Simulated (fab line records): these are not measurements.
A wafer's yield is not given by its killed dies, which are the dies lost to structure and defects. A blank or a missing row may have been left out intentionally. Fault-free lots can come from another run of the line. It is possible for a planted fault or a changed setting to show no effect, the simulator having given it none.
fab line records	flow rit-cmos
record lots=7	wafers=21	last-day=7
route steps=202 shown NSD@139 PSD@142 SDANNEAL@153 PLDD@159 NLDD@160 SILICIDE@161 CONTACT@168 M1@202
lots untouched by any fault: they come from a run of this same line in which no faults occurred
start-h: start of the lot's first displayed wafer, in hours after the record's first day	wait-h: hours elapsed since this lot's preceding step	" the same as in the row above	L1.1+2: a row that stands for several wafers	- no value, or no start given	* or withheld: withheld	< > ~ a bound
route shown NAME@n: NAME is a module with steps in the file, n the number in the route of the first one	usual: mean and standard deviation over wafers with no fault	same: alike in all rows	chamber/n: place in a boat	sites: each site's reading	_std_site: their standard deviation	_edge_site: the outer-site mean with the inner-site mean subtracted	radius-mm: how far each site lies from the wafer's centre	mask NAME#n: copy n	behind: the most recent tool/chamber to have shaped the wafer	hold: cause of the lot's hold/its duration in hours/its outcome	device: which transistor (n, p or np) failed to switch	end of line: the route-end tests of the same wafers	step lacking rows: just its recipe	killed: dies lost to structure and defects at the first sort, not the wafer's yield	map: per-die view of a wafer (x killed, . not killed, _ where there is no die)
set.NAME: setting as actually run; set.NAME@STEP: the setting as run at that earlier step	model.NAME: the simulator's own value behind a step, which no gauge read
lots at selected steps of the route; one table per step, one row per wafer
services: when a tool's chamber went out of use (start-h, in hours from the record's first day, below 0 if earlier), for how many hours, and the reason
## steps
# step RIT_NSD_IMPLANT_08
# recipe species=P	energy-kev=25	dose-cm2=9.903e+14	tilt-deg=7
# step RIT_NSD_STRIP_09
# recipe chemistry=O2	time-s=180	resist=NOVOLAK	platen-temp-c=withheld	power-w=500	pressure-mtorr=4000	o2-flow-sccm=4000
# step RIT_NSD_TW_MEAS_10
# usual NSD_TW=3084/21
lot.wafer	tool	chamber	start-h	wait-h	NSD_TW
L322.2	film-metro-03	-	58.27	0.1	3089
L322.3	"	-	"	"	3084
L322.6	"	-	"	"	3091
L325.1	film-metro-01	-	73.70	0.1	3060
L325.2	"	-	"	"	3060
L325.5	"	-	"	"	3084
L326.2	film-metro-03	-	76.64	0.1	3101
L326.3	"	-	"	"	3114
L326.5	"	-	"	"	3102
L328.1	film-metro-02	-	88.29	0.1	3064
L328.5	"	-	"	"	3067
L328.6	"	-	"	"	3058
L335.3	film-metro-03	-	125.62	0.1	3128
L335.4	"	-	"	"	3099
L335.6	"	-	"	"	3096
L338.2	film-metro-02	-	139.55	0.1	3083
L338.5	"	-	"	"	3085
L338.6	"	-	"	"	3066
L340.1	film-metro-03	-	153.50	0.1	3107
L340.2	"	-	"	"	3119
L340.5	"	-	"	"	3127
# step RIT_PSD_HMDS_00
# recipe prime-time-s=60	prime-temp-c=140
# step RIT_PSD_COAT_01
# recipe resist=NOVOLAK	spin-rpm=3250	resist-thk-nm=1000
# step RIT_PSD_SOFTBAKE_02
# recipe resist=NOVOLAK	temp-c=90	time-s=60
# step RIT_PSD_EXPOSE_03
# recipe mask-id=M10	na=0.57	target-cd-nm=40900	dose-mj=250
# step RIT_PSD_PEB_04
# recipe resist=NOVOLAK	temp-c=withheld	time-s=withheld
# step RIT_PSD_DEVELOP_05
# recipe resist=NOVOLAK	develop-time-s=50	dev-temp-c=23
# step RIT_PSD_OVL_MEAS_06
# usual PSD_OVL=-0.5/1.3
lot.wafer	tool	chamber	start-h	wait-h	PSD_OVL[nm]
L322.2	overlay-01	-	59.30	-	0.2
L322.3	"	-	"	"	0.0
L322.6	"	-	"	"	-0.3
L325.1	overlay-02	-	74.61	-	-2.0
L325.2	"	-	"	"	0.0
L325.5	"	-	"	"	0.0
L326.2	overlay-02	-	77.75	-	-0.7
L326.3	"	-	"	"	-0.6
L326.5	"	-	"	"	-2.6
L328.1	overlay-01	-	89.33	-	1.4
L328.5	"	-	"	"	0.9
L328.6	"	-	"	"	-0.1
L335.3	overlay-01	-	126.68	-	-1.1
L335.4	"	-	"	"	-0.7
L335.6	"	-	"	"	-0.5
L338.2	overlay-01	-	140.45	-	-0.2
L338.5	"	-	"	"	-0.1
L338.6	"	-	"	"	-0.4
L340.1	overlay-01	-	154.59	-	-1.9
L340.2	"	-	"	"	-0.6
L340.5	"	-	"	"	-1.1
# step RIT_PSD_HARDBAKE_07
# recipe resist=NOVOLAK	temp-c=140	time-s=60
# step RIT_PSD_IMPLANT_08
# recipe species=BF2	energy-kev=27	dose-cm2=5e+15	tilt-deg=7
# step RIT_PSD_STRIP_09
# recipe chemistry=O2	time-s=180	resist=NOVOLAK	platen-temp-c=withheld	power-w=500	pressure-mtorr=4000	o2-flow-sccm=4000
# usual drypump-motor-current-A=5.39/0.26
lot.wafer	tool	chamber	start-h	wait-h	drypump-motor-current-A	rf-hours-counter-h
L322.2	plasma-asher-01	1	59.63	0.1	5.27	43
L322.3	"	0	"	"	5.38	-
L322.6	"	0	"	"	5.36	-
L325.1	plasma-asher-01	0	74.95	0.1	5.37	44
L325.2	"	1	"	"	5.27	44
L325.5	"	0	"	"	5.36	-
L326.2	plasma-asher-03	1	78.08	0.1	5.37	43
L326.3	"	1	"	"	5.40	-
L326.5	"	0	"	"	5.96	-
L328.1	plasma-asher-03	0	89.66	0.1	5.99	44
L328.5	"	1	"	"	5.38	-
L328.6	"	0	"	"	5.99	-
L335.3	plasma-asher-01	1	127.06	0.1	5.26	-
L335.4	"	0	"	"	5.37	-
L335.6	"	0	"	"	5.36	-
L338.2	plasma-asher-01	1	140.78	0.1	5.26	2
L338.5	"	0	"	"	5.37	-
L338.6	"	1	"	"	5.25	-
L340.1	plasma-asher-01	0	154.93	0.1	5.36	4
L340.2	"	1	"	"	5.25	4
L340.5	"	0	"	"	5.38	-
# step RIT_PSD_TW_MEAS_10
# usual PSD_TW=3386/23
lot.wafer	tool	chamber	start-h	wait-h	PSD_TW
L322.2	film-metro-03	-	59.82	0.1	3418
L322.3	"	-	"	"	3402
L322.6	"	-	"	"	3411
L325.1	film-metro-01	-	75.12	0.1	3374
L325.2	"	-	"	"	3376
L325.5	"	-	"	"	3385
L326.2	film-metro-02	-	78.27	0.1	3379
L326.3	"	-	"	"	3364
L326.5	"	-	"	"	3377
L328.1	film-metro-01	-	89.84	0.1	3384
L328.5	"	-	"	"	3372
L328.6	"	-	"	"	3369
L335.3	film-metro-02	-	127.20	0.1	3375
L335.4	"	-	"	"	3361
L335.6	"	-	"	"	3374
L338.2	film-metro-01	-	140.97	0.1	3369
L338.5	"	-	"	"	3371
L338.6	"	-	"	"	3369
L340.1	film-metro-01	-	155.10	0.1	3354
L340.2	"	-	"	"	3370
L340.5	"	-	"	"	3385
# step RIT_SDANNEAL_CLEAN_00
# recipe chemistry=SC1	mix=3:3:50	time-s=600	temp-c=75
# step RIT_SDANNEAL_CLEAN_01
# recipe chemistry=dHF	dilution=50:1	time-s=30
# step RIT_SDANNEAL_CLEAN_02
# recipe chemistry=SC2	mix=3:3:50	time-s=600	temp-c=75	dry=n2-spin
# step RIT_SDANNEAL_RTA_03
# recipe temp-c=1050	time-s=5	idle-temp-c=600	ramp-up-c-per-s=342	ramp-down-c-per-s=171	cool-to-c=600	ambient=N2
# step RIT_SDANNEAL_RS_MEAS_04
# recipe thk-meas-gauge=four-point-probe
# usual PSD_RS=115.9/0.3
lot.wafer	tool	chamber	start-h	wait-h	PSD_RS[ohm/sq]
L322.2	film-metro-02	-	60.33	0.1	115.9
L322.3	"	-	"	"	115.6
L322.6	"	-	"	"	115.4
L325.1	film-metro-03	-	75.61	0.0	115.5
L325.2	"	-	"	"	115.5
L325.5	"	-	"	"	115.3
L326.2	film-metro-02	-	78.76	0.1	115.8
L326.3	"	-	"	"	115.8
L326.5	"	-	"	"	115.9
L328.1	film-metro-01	-	90.32	0.0	116.2
L328.5	"	-	"	"	116.2
L328.6	"	-	"	"	116.4
L335.3	film-metro-02	-	127.70	0.1	116.2
L335.4	"	-	"	"	116.7
L335.6	"	-	"	"	116.4
L338.2	film-metro-03	-	141.49	0.1	116.0
L338.5	"	-	"	"	116.1
L338.6	"	-	"	"	116.1
L340.1	film-metro-02	-	155.62	0.0	116.1
L340.2	"	-	"	"	116.1
L340.5	"	-	"	"	115.9
# step RIT_SDANNEAL_RS_MEAS_05
# recipe thk-meas-gauge=four-point-probe
# usual NSD_RS=85.23/0.26
lot.wafer	tool	chamber	start-h	wait-h	NSD_RS[ohm/sq]
L322.2	film-metro-02	-	60.45	0.1	85.72
L322.3	"	-	"	"	85.51
L322.6	"	-	"	"	85.84
L325.1	film-metro-03	-	75.73	0.1	85.49
L325.2	"	-	"	"	85.19
L325.5	"	-	"	"	85.47
L326.2	film-metro-02	-	78.88	0.1	85.40
L326.3	"	-	"	"	84.99
L326.5	"	-	"	"	85.49
L328.1	film-metro-01	-	90.44	0.1	85.19
L328.5	"	-	"	"	85.06
L328.6	"	-	"	"	85.28
L335.3	film-metro-02	-	127.82	0.1	85.34
L335.4	"	-	"	"	85.84
L335.6	"	-	"	"	85.59
L338.2	film-metro-03	-	141.61	0.1	85.22
L338.5	"	-	"	"	85.04
L338.6	"	-	"	"	85.20
L340.1	film-metro-02	-	155.74	0.1	85.33
L340.2	"	-	"	"	85.70
L340.5	"	-	"	"	85.49
# step RIT_SDANNEAL_RS_MEAS_06
# recipe thk-meas-gauge=four-point-probe
# usual PLDD_RS=178.7/0.5
lot.wafer	tool	chamber	start-h	wait-h	PLDD_RS[ohm/sq]
L322.2	film-metro-02	-	60.57	0.1	178.4
L322.3	"	-	"	"	178.1
L322.6	"	-	"	"	178.0
L325.1	film-metro-03	-	75.85	0.1	178.8
L325.2	"	-	"	"	178.6
L325.5	"	-	"	"	177.9
L326.2	film-metro-02	-	79.00	0.1	178.5
L326.3	"	-	"	"	178.3
L326.5	"	-	"	"	178.6
L328.1	film-metro-01	-	90.56	0.1	178.8
L328.5	"	-	"	"	179.3
L328.6	"	-	"	"	179.1
L335.3	film-metro-02	-	127.94	0.1	179.1
L335.4	"	-	"	"	179.4
L335.6	"	-	"	"	179.0
L338.2	film-metro-03	-	141.73	0.1	178.3
L338.5	"	-	"	"	178.2
L338.6	"	-	"	"	178.6
L340.1	film-metro-02	-	155.86	0.1	179.0
L340.2	"	-	"	"	178.8
L340.5	"	-	"	"	178.3
# step RIT_SDANNEAL_RS_MEAS_07
# recipe thk-meas-gauge=four-point-probe
# usual NLDD_RS=151.7/0.57
lot.wafer	tool	chamber	start-h	wait-h	NLDD_RS[ohm/sq]
L322.2	film-metro-02	-	60.69	0.1	152.1
L322.3	"	-	"	"	152.0
L322.6	"	-	"	"	151.9
L325.1	film-metro-03	-	75.97	0.1	151.1
L325.2	"	-	"	"	151.5
L325.5	"	-	"	"	151.3
L326.2	film-metro-02	-	79.12	0.1	152.0
L326.3	"	-	"	"	152.1
L326.5	"	-	"	"	152.1
L328.1	film-metro-01	-	90.68	0.1	152.4
L328.5	"	-	"	"	152.2
L328.6	"	-	"	"	152.0
L335.3	film-metro-02	-	128.06	0.1	152.1
L335.4	"	-	"	"	152.8
L335.6	"	-	"	"	152.7
L338.2	film-metro-03	-	141.85	0.1	151.7
L338.5	"	-	"	"	151.3
L338.6	"	-	"	"	151.7
L340.1	film-metro-02	-	155.98	0.1	151.6
L340.2	"	-	"	"	151.8
L340.5	"	-	"	"	151.6
# step RIT_SILICIDE_WET_ETCH_00
# recipe chemistry=BOE	target=SiO2	target-depth-nm=14	time-s=15	dry=n2-spin	dilution=10:1	temp-c=21.5
# step RIT_SILICIDE_SPUTTER_01
# recipe material=Ti	target-thk-nm=30	power-w=361.4	chamber-pressure-pa=0.667	gas=Ar	time-s=240	substrate-temp-c=25
# usual throttle-valve-pct=29.6/0.82
lot.wafer	tool	chamber	start-h	wait-h	throttle-valve-pct
L322.2	pvd-sputter-02	-	60.80	0.0	29.2
L322.3	"	-	"	"	28.8
L322.6	"	-	"	"	29.2
L325.1	pvd-sputter-02	-	76.10	0.0	29.1
L325.2	"	-	"	"	29.0
L325.5	"	-	"	"	30.7
L326.2	pvd-sputter-02	-	79.24	0.0	28.9
L326.3	"	-	"	"	29.3
L326.5	"	-	"	"	28.9
L328.1	pvd-sputter-02	-	90.82	0.0	29.2
L328.5	"	-	"	"	28.9
L328.6	"	-	"	"	29.1
L335.3	pvd-sputter-02	-	128.15	0.0	30.1
L335.4	"	-	"	"	29.2
L335.6	"	-	"	"	29.6
L338.2	pvd-sputter-01	-	141.97	0.0	28.6
L338.5	"	-	"	"	30.1
L338.6	"	-	"	"	28.7
L340.1	pvd-sputter-01	-	156.11	0.0	28.8
L340.2	"	-	"	"	28.7
L340.5	"	-	"	"	29.8
# step RIT_SILICIDE_RS_MEAS_02
# recipe thk-meas-gauge=four-point-probe	reads=Ti_of_SILICIDE_SPUTTER_01
# usual SILICIDE_TI_RS=46.0/0.51
lot.wafer	tool	chamber	start-h	wait-h	SILICIDE_TI_RS[ohm/sq]
L322.2	film-metro-04	-	60.97	0.1	45.9
L322.3	"	-	"	"	45.4
L322.6	"	-	"	"	46.1
L325.1	film-metro-01	-	76.25	0.1	46.2
L325.2	"	-	"	"	46.4
L325.5	"	-	"	"	46.0
L326.2	film-metro-04	-	79.41	0.1	46.3
L326.3	"	-	"	"	46.7
L326.5	"	-	"	"	46.4
L328.1	film-metro-04	-	90.97	0.1	47.3
L328.5	"	-	"	"	46.6
L328.6	"	-	"	"	47.2
L335.3	film-metro-01	-	128.34	0.1	46.3
L335.4	"	-	"	"	45.6
L335.6	"	-	"	"	45.6
L338.2	film-metro-01	-	142.14	0.1	46.5
L338.5	"	-	"	"	46.5
L338.6	"	-	"	"	46.9
L340.1	film-metro-04	-	156.26	0.1	46.2
L340.2	"	-	"	"	45.4
L340.5	"	-	"	"	44.8
# step RIT_SILICIDE_THK_MEAS_03
# recipe thk-meas-gauge=xrf	reads=Ti_of_SILICIDE_SPUTTER_01
# usual SILICIDE_TI_THK=31.32/0.29
lot.wafer	tool	chamber	start-h	wait-h	SILICIDE_TI_THK[nm]
L322.2	film-metro-04	-	61.08	0.1	31.34
L322.3	"	-	"	"	31.57
L322.6	"	-	"	"	31.32
L325.1	film-metro-01	-	76.37	0.1	31.23
L325.2	"	-	"	"	31.34
L325.5	"	-	"	"	31.62
L326.2	film-metro-04	-	79.52	0.1	31.08
L326.3	"	-	"	"	30.87
L326.5	"	-	"	"	30.89
L328.1	film-metro-04	-	91.09	0.1	30.55
L328.5	"	-	"	"	31.05
L328.6	"	-	"	"	30.54
L335.3	film-metro-01	-	128.44	0.1	31.14
L335.4	"	-	"	"	31.63
L335.6	"	-	"	"	31.63
L338.2	film-metro-01	-	142.25	0.1	31.23
L338.5	"	-	"	"	30.91
L338.6	"	-	"	"	30.86
L340.1	film-metro-04	-	156.38	0.1	30.99
L340.2	"	-	"	"	31.50
L340.5	"	-	"	"	31.75
# step RIT_SILICIDE_RTA_04
# recipe temp-c=650	time-s=10	idle-temp-c=25	ramp-up-s=5	ramp-down-s=5	cool-to-c=25	ambient=N2
# step RIT_SILICIDE_WET_ETCH_05
# recipe chemistry=SPM	target=Ti	temp-c=90	time-s=120	dry=n2-spin
# step RIT_SILICIDE_RTA_06
# recipe temp-c=750	time-s=10	idle-temp-c=25	ramp-up-s=5	ramp-down-s=10	cool-to-c=25	ambient=N2
# usual wafer_temp_C_max=754.5/1.1
lot.wafer	tool	chamber	start-h	wait-h	wafer_temp_C_max
L322.2	rtp-anneal-01	0	61.25	0.0	754.3
L322.3	"	0	"	"	754.5
L322.6	"	0	"	"	754.5
L325.1	rtp-anneal-02	0	76.54	0.0	753.6
L325.2	"	0	"	"	753.4
L325.5	"	0	"	"	753.8
L326.2	rtp-anneal-01	0	79.69	0.0	754.6
L326.3	"	0	"	"	754.2
L326.5	"	0	"	"	757.0
L328.1	rtp-anneal-01	0	91.26	0.0	757.6
L328.5	"	0	"	"	754.3
L328.6	"	0	"	"	754.9
L335.3	rtp-anneal-02	0	128.62	0.0	753.0
L335.4	"	0	"	"	754.6
L335.6	"	0	"	"	754.5
L338.2	rtp-anneal-01	0	142.46	0.0	754.9
L338.5	"	0	"	"	755.2
L338.6	"	0	"	"	754.6
L340.1	rtp-anneal-01	0	156.55	0.0	757.0
L340.2	"	0	"	"	757.0
L340.5	"	0	"	"	754.8
# step RIT_CONTACT_CVD_00
# recipe material=SiO2	target-thk-nm=400	precursor=TEOS	temp-c=390	time-s=61	rf-w=400
# usual heater-power-w=328/45
lot.wafer	tool	chamber	start-h	wait-h	heater-power-w
L322.2	pecvd-03	0	61.31	0.0	306
L322.3	"	2	"	"	369
L322.6	"	0	"	"	318
L325.1	pecvd-03	0	76.61	0.1	264
L325.2	"	2	"	"	352
L325.5	"	2	"	"	360
L326.2	pecvd-02	0	79.74	0.0	358
L326.3	"	1	"	"	323
L326.5	"	2	"	"	295
L328.1	pecvd-03	1	91.32	0.1	320
L328.5	"	0	"	"	342
L328.6	"	1	"	"	328
L335.3	pecvd-02	0	128.66	0.0	429
L335.4	"	0	"	"	328
L335.6	"	1	"	"	328
L338.2	pecvd-02	2	142.51	0.0	255
L338.5	"	1	"	"	290
L338.6	"	0	"	"	406
L340.1	pecvd-03	2	156.62	0.1	350
L340.2	"	1	"	"	359
L340.5	"	1	"	"	261
# step RIT_CONTACT_THK_MEAS_01
# recipe reads=SiO2_of_CONTACT_CVD_00
# usual CONTACT_TEOS_THK=400/4.6
lot.wafer	tool	chamber	start-h	wait-h	CONTACT_TEOS_THK[nm]
L322.2	film-metro-04	-	61.37	0.0	400
L322.3	"	-	"	"	397
L322.6	"	-	"	"	401
L325.1	film-metro-04	-	76.66	0.0	394
L325.2	"	-	"	"	399
L325.5	"	-	"	"	404
L326.2	film-metro-03	-	79.80	0.0	396
L326.3	"	-	"	"	402
L326.5	"	-	"	"	405
L328.1	film-metro-02	-	91.38	0.0	397
L328.5	"	-	"	"	398
L328.6	"	-	"	"	398
L335.3	film-metro-03	-	128.73	0.0	398
L335.4	"	-	"	"	403
L335.6	"	-	"	"	401
L338.2	film-metro-02	-	142.58	0.0	397
L338.5	"	-	"	"	402
L338.6	"	-	"	"	406
L340.1	film-metro-02	-	156.67	0.0	400
L340.2	"	-	"	"	396
L340.5	"	-	"	"	403
# step RIT_CONTACT_HMDS_02
# recipe prime-time-s=60	prime-temp-c=140
# step RIT_CONTACT_COAT_03
# recipe resist=NOVOLAK	spin-rpm=3250	resist-thk-nm=1000
# step RIT_CONTACT_SOFTBAKE_04
# recipe resist=NOVOLAK	temp-c=90	time-s=60
# step RIT_CONTACT_EXPOSE_05
# recipe mask-id=M11	na=0.6	source-shape=conventional	sigma-outer=0.5	target-cd-nm=1000	dose-mj=250
# step RIT_CONTACT_PEB_06
# recipe resist=NOVOLAK	temp-c=withheld	time-s=withheld
# step RIT_CONTACT_DEVELOP_07
# recipe resist=NOVOLAK	develop-time-s=123.9	dev-temp-c=23
# step RIT_CONTACT_CD_MEAS_08
# recipe target-cd-nm=1000
# usual cd-nm=999.4/2.1
lot.wafer	tool	chamber	start-h	wait-h	cd-nm
L322.2	cd-sem-02	-	62.40	-	999.5
L322.3	"	-	"	"	1000.6
L322.6	"	-	"	"	1000.6
L325.1	cd-sem-02	-	77.68	-	998.8
L325.2	"	-	"	"	996.4
L325.5	"	-	"	"	997.2
L326.2	cd-sem-02	-	80.84	-	998.6
L326.3	"	-	"	"	998.8
L326.5	"	-	"	"	997.9
L328.1	cd-sem-02	-	92.45	-	1000.9
L328.5	"	-	"	"	1001.0
L328.6	"	-	"	"	1001.4
L335.3	cd-sem-01	-	129.90	-	1002.6
L335.4	"	-	"	"	1002.5
L335.6	"	-	"	"	1003.8
L338.2	cd-sem-01	-	143.74	-	997.5
L338.5	"	-	"	"	997.6
L338.6	"	-	"	"	999.9
L340.1	cd-sem-01	-	157.82	-	1000.0
L340.2	"	-	"	"	998.7
L340.5	"	-	"	"	1000.9
# step RIT_CONTACT_OVL_MEAS_09
# usual CONTACT_OVL=1.5/1.8
lot.wafer	tool	chamber	start-h	wait-h	CONTACT_OVL[nm]
L322.2	overlay-01	-	62.51	0.1	-0.4
L322.3	"	-	"	"	-0.6
L322.6	"	-	"	"	0.8
L325.1	overlay-02	-	77.80	0.1	0.9
L325.2	"	-	"	"	2.2
L325.5	"	-	"	"	1.5
L326.2	overlay-02	-	80.94	0.1	2.1
L326.3	"	-	"	"	0.7
L326.5	"	-	"	"	0.8
L328.1	overlay-01	-	92.57	0.1	3.8
L328.5	"	-	"	"	2.9
L328.6	"	-	"	"	4.7
L335.3	overlay-01	-	129.99	0.1	1.2
L335.4	"	-	"	"	1.7
L335.6	"	-	"	"	3.3
L338.2	overlay-02	-	143.84	0.1	5.6
L338.5	"	-	"	"	5.7
L338.6	"	-	"	"	5.3
L340.1	overlay-02	-	157.94	0.1	0.8
L340.2	"	-	"	"	0.4
L340.5	"	-	"	"	1.1
# step RIT_CONTACT_HARDBAKE_10
# recipe resist=NOVOLAK	temp-c=140	time-s=60
# step RIT_CONTACT_ETCH_11
# recipe target-depth-a=4800	over-etch-frac=0.2	stop-on=TiSi2	chemistry=CHF3/CF4/Ar	target=SiO2	CHF3_flow_sccm=50	cf4-flow-sccm=10	Ar_flow_sccm=100	O2_flow_sccm=5	pressure-mtorr=100	rf-w=200	time-s=320
# usual cf4-flow-sccm=10.00/0.032	drypump-motor-current-A=5.7/0.4	oes-product-au=0.990/0.0099	throttle-valve-pct=8.86/0.11
lot.wafer	tool	chamber	start-h	wait-h	cf4-flow-sccm	drypump-motor-current-A	oes-product-au	rf-hours-counter-h	throttle-valve-pct
L322.2	rie-diel-03	1	62.69	0.1	10.02	6.2	0.987	2	8.84
L322.3	"	2	"	"	9.99	5.5	1.002	69	8.76
L322.6	"	0	"	"	10.02	6.0	0.996	-	8.78
L325.1	rie-diel-02	0	77.99	0.1	10.03	5.6	0.985	46	9.08
L325.2	"	3	"	"	10.01	6.2	0.985	39	9.03
L325.5	"	1	"	"	10.01	5.9	0.987	-	8.93
L326.2	rie-diel-03	0	81.12	0.1	10.08	6.1	0.989	161	8.78
L326.3	"	2	"	"	9.98	5.5	1.002	69	8.76
L326.5	"	1	"	"	9.91	6.2	0.993	-	8.82
L328.1	rie-diel-01	0	92.76	0.1	9.99	5.5	0.991	46	8.89
L328.5	"	2	"	"	9.99	5.0	0.994	-	8.94
L328.6	"	3	"	"	10.02	5.7	1.005	-	9.04
L335.3	rie-diel-03	0	130.17	0.1	10.02	6.0	0.983	0	8.77
L335.4	"	2	"	"	9.99	5.5	1.004	70	8.78
L335.6	"	1	"	"	10.02	6.2	0.988	-	8.83
L338.2	rie-diel-03	2	144.02	0.1	9.99	5.5	1.002	71	8.78
L338.5	"	0	"	"	9.90	6.0	0.981	-	8.77
L338.6	"	1	"	"	10.00	6.2	0.994	-	8.82
L340.1	rie-diel-02	1	158.13	0.1	10.03	5.9	0.981	98	8.93
L340.2	"	3	"	"	10.00	6.3	0.992	41	9.01
L340.5	"	1	"	"	10.00	5.9	0.986	-	8.92
# step RIT_CONTACT_STRIP_12
# recipe chemistry=O2	time-s=180	resist=NOVOLAK	platen-temp-c=withheld	power-w=500	pressure-mtorr=4000	o2-flow-sccm=4000
# usual drypump-motor-current-A=5.49/0.26
lot.wafer	tool	chamber	start-h	wait-h	drypump-motor-current-A	rf-hours-counter-h
L322.2	plasma-asher-04	0	62.88	0.1	5.41	27
L322.3	"	0	"	"	5.38	-
L322.6	"	0	"	"	5.42	-
L325.1	plasma-asher-04	1	78.18	0.1	5.28	29
L325.2	"	0	"	"	5.41	29
L325.5	"	1	"	"	5.28	-
L326.2	plasma-asher-01	1	81.32	0.1	5.25	45
L326.3	"	0	"	"	5.37	-
L326.5	"	1	"	"	5.25	-
L328.1	plasma-asher-04	1	92.95	0.1	5.27	30
L328.5	"	0	"	"	5.38	-
L328.6	"	1	"	"	5.29	-
L335.3	plasma-asher-01	0	130.42	0.2	5.37	-
L335.4	"	1	"	"	5.27	-
L335.6	"	0	"	"	5.37	-
L338.2	plasma-asher-04	1	144.22	0.1	5.27	36
L338.5	"	1	"	"	5.30	-
L338.6	"	0	"	"	5.38	-
L340.1	plasma-asher-03	1	158.32	0.1	5.42	51
L340.2	"	0	"	"	5.99	51
L340.5	"	0	"	"	5.94	-
# step RIT_M1_PROBE_99
# usual killed-at-contacts=0.1/0.25	killed-at-front-end=7/3.1	killed-dies=7/3.1	killed-open=3.6/2	killed-short=3.5/2
# same gross-dies=264	killed_at_M0_to_M3=0	killed_at_M4_up=0	killed-at-back-side=0	killed-at-other=0
lot.wafer	tool	chamber	start-h	wait-h	killed-at-contacts	killed-at-front-end	killed-dies	killed-open	killed-short
L322.2	prober-02	-	67.72	0.1	0	3	3	1	2
L322.3	prober-02	-	67.77	0.2	1	7	8	7	1
L322.6	prober-02	-	67.92	0.2	0	8	8	5	3
L326.2	prober-02	-	86.34	0.1	0	5	5	2	3
L326.3	prober-02	-	86.39	0.2	0	7	7	4	3
L326.5	prober-02	-	86.49	0.2	0	4	4	0	4
L335.3	prober-01	-	135.12	0.2	0	36	36	2	1
L335.4	prober-01	-	135.17	0.2	0	35	35	0	1
L335.6	prober-01	-	135.27	0.2	0	37	37	3	1
L338.2	prober-02	-	149.90	0.1	0	36	36	2	0
L338.5	prober-02	-	150.05	0.2	0	44	44	6	4
L338.6	prober-02	-	150.10	0.2	1	40	41	5	3
L340.1	prober-02	-	163.56	0.1	0	36	36	0	1
L340.2	prober-02	-	163.61	0.1	0	42	42	5	3
L340.5	prober-02	-	163.76	0.2	0	38	38	1	3
# killed by level:class
L322.2 GATE:geometric-particle:short=1 GATE:geometric-particle:open=1 SPACER:geometric-particle:short=1
L322.3 GATE:geometric-particle:open=4 FOX1:geometric-particle:open=1 REOX:geometric-particle:short=1 SPACER:geometric-particle:open=1 CONTACT:geometric-particle:open=1
L322.6 FOX1:geometric-particle:open=2 GATE:geometric-particle:short=2 GATE:geometric-particle:open=1 REOX:geometric-particle:open=1 SPACER:geometric-particle:short=1 SPACER:geometric-particle:open=1
L326.2 GATE:geometric-particle:short=2 GATE:geometric-particle:open=1 REOX:geometric-particle:open=1 SILICIDE:geometric-particle:short=1
L326.3 GATE:geometric-particle:open=2 FOX1:geometric-particle:open=1 FOX2:geometric-particle:short=1 REOX:geometric-particle:short=1 REOX:geometric-particle:open=1 SPACER:geometric-particle:short=1
L326.5 FOX1:geometric-particle:short=2 GATE:geometric-particle:short=1 SILICIDE:geometric-particle:short=1
L335.3 PSD:unspecified=33 GATE:geometric-particle:open=2 REOX:geometric-particle:short=1
L335.4 PSD:unspecified=34 GATE:geometric-particle:short=1
L335.6 PSD:unspecified=33 GATE:geometric-particle:open=3 SILICIDE:geometric-particle:short=1
L338.2 PSD:unspecified=34 GATE:geometric-particle:open=2
L338.5 PSD:unspecified=34 GATE:geometric-particle:short=4 GATE:geometric-particle:open=3 REOX:geometric-particle:open=2 FOX1:geometric-particle:open=1
L338.6 PSD:unspecified=33 REOX:geometric-particle:open=3 GATE:geometric-particle:open=1 REOX:geometric-particle:short=1 SILICIDE:geometric-particle:open=1 SILICIDE:geometric-particle:short=1 CONTACT:geometric-particle:short=1
L340.1 PSD:unspecified=35 SPACER:geometric-particle:short=1
L340.2 PSD:unspecified=34 FOX1:geometric-particle:open=3 FOX1:geometric-particle:short=2 GATE:geometric-particle:short=1 GATE:geometric-particle:open=1 REOX:geometric-particle:open=1
L340.5 PSD:unspecified=34 SPACER:geometric-particle:short=2 FOX1:geometric-particle:short=1 SPACER:geometric-particle:open=1
# map L335.6 (x killed, . not)
________.....xx_______
_____.......xxxxxx____
____.......xxxxxxxx___
___........xxxxxxx..__
__.........xxxxxx...._
__.........x.xxxx..x._
_.....................
_.....................
_.....................
_.....................
__..................._
__.............x....._
___.................__
____...............___
_____........x....____
________......._______
# map L338.5 (x killed, . not)
________.....x._______
_____.....x.xxxxxx____
____......xxxxxxxx.___
___........xxxxxxx..__
__x....x...xxxxxxxx.._
__........x..xxx....._
_.............x.......
_x.x....x.............
_....x................
_................x....
__..................._
__..................._
___.................__
____...............___
_____.............____
________.....x._______
## services
tool	chamber	start-h	hours	kind
pecvd-02	0	51.20	5.7	repair
rie-diel-02	3	54.94	3.4	repair
pecvd-02	-	59.03	0.6	repair
plasma-asher-04	-	59.66	0.8	repair
rie-diel-01	1	74.32	3.9	repair
rie-diel-02	-	74.91	2.8	pm
plasma-asher-01	-	77.77	2.8	pm
rie-diel-03	0	93.90	-	clean
rie-diel-03	0	93.90	16.7	scheduled-down
rie-diel-03	0	93.90	16.7	vent-cycle
plasma-asher-01	-	108.75	9.0	pm
plasma-asher-01	0	108.75	9.0	vent-cycle
plasma-asher-01	1	108.75	9.0	vent-cycle
rie-diel-01	-	115.18	2.8	pm
pvd-sputter-01	-	117.17	1.0	repair
plasma-asher-01	0	117.75	-	clean
plasma-asher-01	1	117.75	-	clean
rie-diel-02	0	121.05	3.6	repair
plasma-asher-03	-	142.47	3.9	repair
rie-diel-01	2	156.34	7.4	repair
rtp-anneal-02	-	158.43	1.0	pm
## key
first-sign step=RIT_M1_PROBE_99	reading=killed-dies	direction=up	sigmas=10	usual=7	struck=38
effect step=RIT_M1_PROBE_99	reading=killed-at-front-end	direction=up	sigmas=10	usual=7	struck=38
met-at RIT_PSD_STRIP_09
struck-wafers L335.3,L335.4,L335.6,L338.2,L338.5,L338.6,L340.1,L340.2,L340.5
tester-left-out L335,L338,L340
onset-between 74.95 127.06
also-fits time
fault kind=chamber-particle-source	tool=plasma-asher-01	chamber=-	onset-h=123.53	steps=RIT_PSD_STRIP_09	rate-per-visit-cm2=1.197	end-h=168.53
# tester-left-out: of these lots the tester's yield and bins aren't shown, on N5 and GAA mostly nor the transistor test; their killed dies are dies lost to structure and defects alone, not to doping, threshold or leakage, so they don't give the yield
